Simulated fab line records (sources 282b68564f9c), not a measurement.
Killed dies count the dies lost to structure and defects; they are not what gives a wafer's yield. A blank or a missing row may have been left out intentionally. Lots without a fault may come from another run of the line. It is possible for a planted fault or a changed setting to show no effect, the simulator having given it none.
Problem report, 8D (eight disciplines) form, completed by code	flow rit cmos	the parts of the form that need people (team, actions taken, sign-off) are left out

1. WHAT WENT WRONG
Across 2 wafers from 2 lots, M1_AL_RS at RIT_M1_RS_MEAS_01 averages 0.0814 ohm/sq, while fault-free wafers read 0.0735 ohm/sq with a standard deviation of 0.00083. That is +9.5 standard deviations from the usual mean.
The step: measures by four-point-probe.
First observed at day 6 21:41: wafer L222.3, on film metro-03. The record holds 42 wafers of 14 lots with a number at this step. Rule for "out" (also "out of limits"): further than 4 standard deviations from the usual mean. Any other wafer with a number is counted as sound.

2. WHAT THIS IS AND IS NOT
question	is	is not
which readings at this step	M1_AL_RS	-
which lots	L222, L224	L206, L207, L208, L209, L211, L213, L215, L216, L217, L227, L228, L229
which wafers of those lots	L222.3, L224.2	L222.1, L222.2, L224.3, L224.6
read on which gauges	film metro-03, film metro-04	film metro-02
when	from day 6 21:41	up to then (29 sound wafers); but 11 sound wafers of L224, L227, L228, L229 came after

3. SUSPECTS, AND WHAT RULES EACH OUT
Counting: any tool at a process step up to the reading remains a suspect provided it ran every lot that is out. Sound lots after the first of them don't rule it out here, since some wafers of a struck lot are sound.
- the gauge at RIT_M1_RS_MEAS_01 is ruled out. Those wafers that are out were read across 2 gauges (film metro-03, film metro-04).
- pvd sputter-03 at RIT_M1_SPUTTER_00 (material Al, target thk 400 nm, time 500 s): kept. It processed each lot that is out (first: L222, day 6 21:23); up to then, its last sound lot is L216 (day 5 13:03).
After counting, what remains is pvd sputter-03 at RIT_M1_SPUTTER_00.

4. THE CAUSE (what the simulator had put in)
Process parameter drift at RIT_M1_SPUTTER_00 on pvd sputter-03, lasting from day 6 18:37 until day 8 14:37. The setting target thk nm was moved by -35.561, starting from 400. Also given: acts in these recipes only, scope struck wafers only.
Only this tool survived the counting.

5. SEQUENCE OF EFFECTS, ordered by route
One row per reading whose mean, taken over the struck wafers that have a number, lies over 3 standard deviations from the usual. Readings are gone through only where the record gives a usual standard deviation; hours: the median, over the lots, of the time from a lot's start at the first step in this table giving one to that lot's start at this step; sigmas: the change measured in usual standard deviations.
hours	step	reading	usual	on struck wafers	change	sigmas
0	RIT_M1_RS_MEAS_01	M1_AL_RS	0.0735 ohm/sq	0.0814	+0.0079	+9.5
0	RIT_M1_THK_MEAS_02	M1_AL_THK	400 nm	362	-38	-8.1
1	RIT_M1_METAL_ETCH_12	oes product au	0.781 a.u.	0.728	-0.053	-4.8
5	RIT_M1_PROBE_99	sort_bin_3_pad_short	0.1 %	0.8	+0.7	+3.0
Its process steps:
- RIT_M1_METAL_ETCH_12: etches Al in Cl2/BCl3, stops on SiO2, time 165 s, target depth 600 nm.
- RIT_M1_PROBE_99

6. WHAT WOULD HAVE CAUGHT IT SOONER
Counted from the fault's start at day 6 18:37, it took 3 hours until the first out-of-limits reading at a measuring or inspecting step in this record, taken at day 6 21:41.
No tool reading at RIT_M1_SPUTTER_00 that has a usual standard deviation in the record was out on any struck wafer, so an alarm limit of 4 standard deviations on those readings would not have fired.
Lots out: 2; of these, L224 started RIT_M1_SPUTTER_00 on pvd sputter-03 after day 6 21:41. Had the tool been put on hold then, it would have been spared.
